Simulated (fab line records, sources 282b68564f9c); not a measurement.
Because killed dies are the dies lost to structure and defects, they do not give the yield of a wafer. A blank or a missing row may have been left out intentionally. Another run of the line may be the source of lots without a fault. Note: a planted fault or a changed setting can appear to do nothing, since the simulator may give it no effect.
Code-filled problem report in 8D (eight disciplines) form -- flow rit cmos -- the parts of the form that need people (team, actions taken, sign-off) are left out

== 1. THE ISSUE ==
Mean of heater power total W at RIT_M1_HARDBAKE_11: 50.88 W across 6 wafers in 2 lots; on wafers with no fault it is 52.03 W (standard deviation 0.064). Relative to the usual mean, that is a shift of -18 standard deviations.
The step: time 120 s.
First observed at day 5 12:31: wafer L596.1, on litho track-02. At this step, 42 wafers from 14 lots have a number in the record. By rule, "out" or "out of limits" means more than 4 standard deviations away from the usual mean. All remaining wafers that have a number are taken as sound.

== 2. WHAT IT IS AND WHAT IT IS NOT ==
question,is,is not
which readings at this step,"heater power total W, plate temp C",-
which lots,"L596, L598","L587, L588, L589, L590, L591, L592, L603, L604, L605, L606, L607, L610"
which wafers of those lots,all that have a number,-
read on which tools,litho track-02,"litho track-01, litho track-03"
when,from day 5 12:31,"up to then (18 sound wafers); but 18 sound wafers of L603, L604, L605, L606, L607, L610 came after"

== 3. SUSPECTS, AND WHAT RULES EACH OUT ==
Counting: any tool at a process step up to the reading is kept as a suspect provided that every lot that is out went through it and no sound lot did after the first of them.
- litho track-02 at RIT_M1_HARDBAKE_11 (time 120 s): kept. Every lot that is out went through it, starting with L596 (day 5 12:31), and after that it ran no sound lot; the last sound lot it ran before then is L592 (day 4 12:45). Its own readings are out on those wafers: heater power total W, plate temp C.
Remaining after the count: litho track-02 at RIT_M1_HARDBAKE_11.

== 4. THE CAUSE (what the simulator had put in) ==
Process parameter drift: litho track-02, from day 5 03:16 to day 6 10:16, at RIT_M1_HARDBAKE_11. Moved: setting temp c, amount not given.
The count eliminated every tool but this one.

== 5. THE EFFECT CHAIN, in route order ==
Each row: a reading where the mean over the struck wafers with a number is more than 3 standard deviations away from the usual. Only readings whose record carries a usual standard deviation are examined. hours: median over the lots of the time between each lot's start at the first step of this table that gives one and its start at this step. sigmas: the change, counted in usual standard deviations.
hours,step,reading,usual,on struck wafers,change,sigmas
0,RIT_M1_HARDBAKE_11,heater power total W,52.03 W,50.88,-1.15,-18
0,RIT_M1_HARDBAKE_11,plate temp C,139.98 C,137.74,-2.24,-17
It contains these process steps:
- RIT_M1_HARDBAKE_11: time 120 s.

== 6. WHAT WOULD HAVE CAUGHT IT SOONER ==
In this record the first reading out of limits was taken at day 5 12:31, 9 hours after the fault began at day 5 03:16.
